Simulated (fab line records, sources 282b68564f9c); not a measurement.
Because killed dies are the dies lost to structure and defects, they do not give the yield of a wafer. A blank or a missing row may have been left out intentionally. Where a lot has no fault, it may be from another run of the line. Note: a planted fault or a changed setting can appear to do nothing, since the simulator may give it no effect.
Which of the tools did it? -- flow rit cmos -- Sampling: 14 lots, 42 wafers, 2 of 202 route steps

WHAT EACH GAUGE READ, for each wafer
The record holds no reading of a measuring or inspecting step that can be judged against a usual standard deviation.

WHICH TOOL RAN EACH LOT (tool, then ch and the chambers of the sampled wafers, then the start)
lot,RIT_ACTIVE_CLEAN_15,RIT_M1_PROBE_99
L786,"wet bench-01 ch 1, day 1 15:16",-
L787,"wet bench-02 ch 3, day 1 20:42",-
L791,"wet bench-02 ch 2, day 2 16:24","prober-02, day 4 17:38"
L793,"wet bench-03 ch 3, day 3 02:24",-
L795,"wet bench-02 ch 0, day 3 17:45",-
L797,"wet bench-01 ch 1, day 3 22:08","prober-02, day 6 00:34"
L798,"wet bench-01 ch 3, day 4 04:41",-
L802,"wet bench-01 ch 3, day 5 00:01","prober-02, day 7 06:24"
L803,"wet bench-02 ch 3, day 5 04:08",-
L804,"wet bench-01 ch 3, day 5 10:11",-
L805,"wet bench-02 ch 0, day 5 16:22",-
L806,"wet bench-02 ch 3, day 5 21:46",-
L807,"wet bench-02 ch 2, day 6 01:48",-
L809,"wet bench-02 ch 2, day 6 10:16",-
- RIT_ACTIVE_CLEAN_15: cleans in SC1, time 600 s.
- RIT_M1_PROBE_99

WHAT THE TOOLS THEMSELVES READ (means of the sampled wafers that have a number; where no wafer has one, the mark that the record gives instead)
RIT_ACTIVE_CLEAN_15. Usual: bath guard temp C 75.0 C, standard deviation 0.54; bath heat duty pct 15.0 %, standard deviation 1.9.
lot,tool,bath guard temp C (C),bath heat duty pct (%),flag
L786,wet bench-01,75.4,15.6,
L787,wet bench-02,74.6,14.3,
L791,wet bench-02,74.4,13.4,
L793,wet bench-03,76.2,16.9,
L795,wet bench-02,74.9,15.5,
L797,wet bench-01,-,-,OFF
L798,wet bench-01,-,-,OFF
L802,wet bench-01,75.7,16.0,
L803,wet bench-02,74.5,14.2,
L804,wet bench-01,75.7,15.4,
L805,wet bench-02,75.0,15.1,
L806,wet bench-02,74.4,13.8,
L807,wet bench-02,74.5,12.4,
L809,wet bench-02,74.4,12.6,

RIT_M1_PROBE_99. Usual: killed at contacts 0.1, standard deviation 0.27; killed at front end 6, standard deviation 3; killed dies 7, standard deviation 3; killed open 3.1, standard deviation 2; killed short 3.4, standard deviation 2.
lot,tool,killed at contacts,killed at front end,killed dies,killed open,killed short,flag
L791,prober-02,0.0,5,5,1.7,3.3,
L797,prober-02,0.0,9,9,4.3,4.7,
L802,prober-02,0.0,4,4,2.3,2.0,

THE ANSWER, worked out from the rows above alone
Rule: a lot is off if the mean of its wafers that have a number lies more than 3 standard deviations from the usual mean. A lot without any number at a reading at which 4 lots or more have one is off too. All remaining lots with rows at the step are treated as sound. Order of review: gauges by route order, followed by the tools' own readings, for which a lot's mean as printed above is used. The first step at which some lot is off is used, and at that step the reading that is off furthest; a lot without a number counts as furthest.
Off: L797, L798, at RIT_ACTIVE_CLEAN_15 (bath guard temp C). Without a number there: L797, L798.
If a tool, at that step or one of the process steps before it, ran each lot that is off and ran no sound lot following the first of them, it fits. No candidate that was tried fits.

WHAT THE SIMULATOR HAD PUT IN
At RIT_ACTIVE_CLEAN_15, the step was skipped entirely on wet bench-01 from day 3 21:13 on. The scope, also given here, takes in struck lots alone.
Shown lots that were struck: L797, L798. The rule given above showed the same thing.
